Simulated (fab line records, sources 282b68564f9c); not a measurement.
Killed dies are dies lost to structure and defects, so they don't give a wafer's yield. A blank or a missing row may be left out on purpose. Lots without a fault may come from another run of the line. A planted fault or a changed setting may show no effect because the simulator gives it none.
A struck lot beside a sound one | flow rit_cmos | 14 steps out of a route of 202
Sound: wafers L833.1, L833.4, L833.5. Struck: wafers L829.1, L829.2, L829.6. The cause comes at the end.
At each step with rows: each side's tool, then ch and its chambers, then its first start. Under that, the readings that differ: sound wafers | struck wafers | difference of the means | sigmas: that difference in standard deviations of wafers without a fault.
alike: readings whose means differ by less than 2 such deviations, and words and numbers that are the same on both sides. not compared: withheld readings, readings that some wafer has no value for, bounds like >300 that may hide the same value, and numbers for which the record gives no deviation and whose values overlap.
The two part at a step that has a row with sigmas, a row that says differs or no value, or rows on one side only. Numbers that don't overlap but have no deviation are shown without sigmas and don't part them. A reading that every wafer of one side lacks parts them only if that side has two wafers or more.

first, 4 steps without rows for these wafers: RIT_NLDD_SOFTBAKE_02 (time 60 s); RIT_NLDD_EXPOSE_03 (exposes mask M7, target cd 40700 nm); RIT_NLDD_PEB_04; RIT_NLDD_DEVELOP_05 (develop time 50 s).
RIT_NLDD_OVL_MEAS_06:
  sound on overlay-01, day 6 08:38; struck on overlay-02, day 5 13:06
  alike: NLDD_OVL
then, 2 steps without rows for these wafers: RIT_NLDD_HARDBAKE_07 (time 60 s); RIT_NLDD_IMPLANT_08.
RIT_NLDD_STRIP_09: strips in O2, time 180 s.
  sound on plasma_asher-02 ch 0, day 6 08:58; struck on plasma_asher-03 ch 0,1, day 5 13:26
  alike: drypump_motor_current_A
  not compared: rf_hours_counter_h
RIT_NLDD_TW_MEAS_10:
  sound on film_metro-02, day 6 09:09; struck on film_metro-03, day 5 13:37
  alike: NLDD_TW
then, 3 steps without rows for these wafers: RIT_PLDD_HMDS_00 (prime time 60 s); RIT_PLDD_COAT_01 (resist thk 1000 nm); RIT_PLDD_SOFTBAKE_02 (time 60 s).
RIT_PLDD_EXPOSE_03: exposes mask M8, target cd 40900 nm.
  sound on iline_stepper-02 ch 0, day 6 09:55; struck on iline_stepper-01, day 5 14:11
  no value came back on the struck wafers for exposure_dose_mJ_cm2, focus_offset_nm (nm); on the sound wafers exposure_dose_mJ_cm2 reads 250.53 249.93 250.11
  alike: mask
then, 1 step without rows for these wafers: RIT_PLDD_PEB_04.

WHERE THEY PART
Only at RIT_PLDD_EXPOSE_03, within this record.

WHY: what the simulator had put in
Skipped step whole: iline_stepper-01, from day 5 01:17 on, at RIT_PLDD_EXPOSE_03. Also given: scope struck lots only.
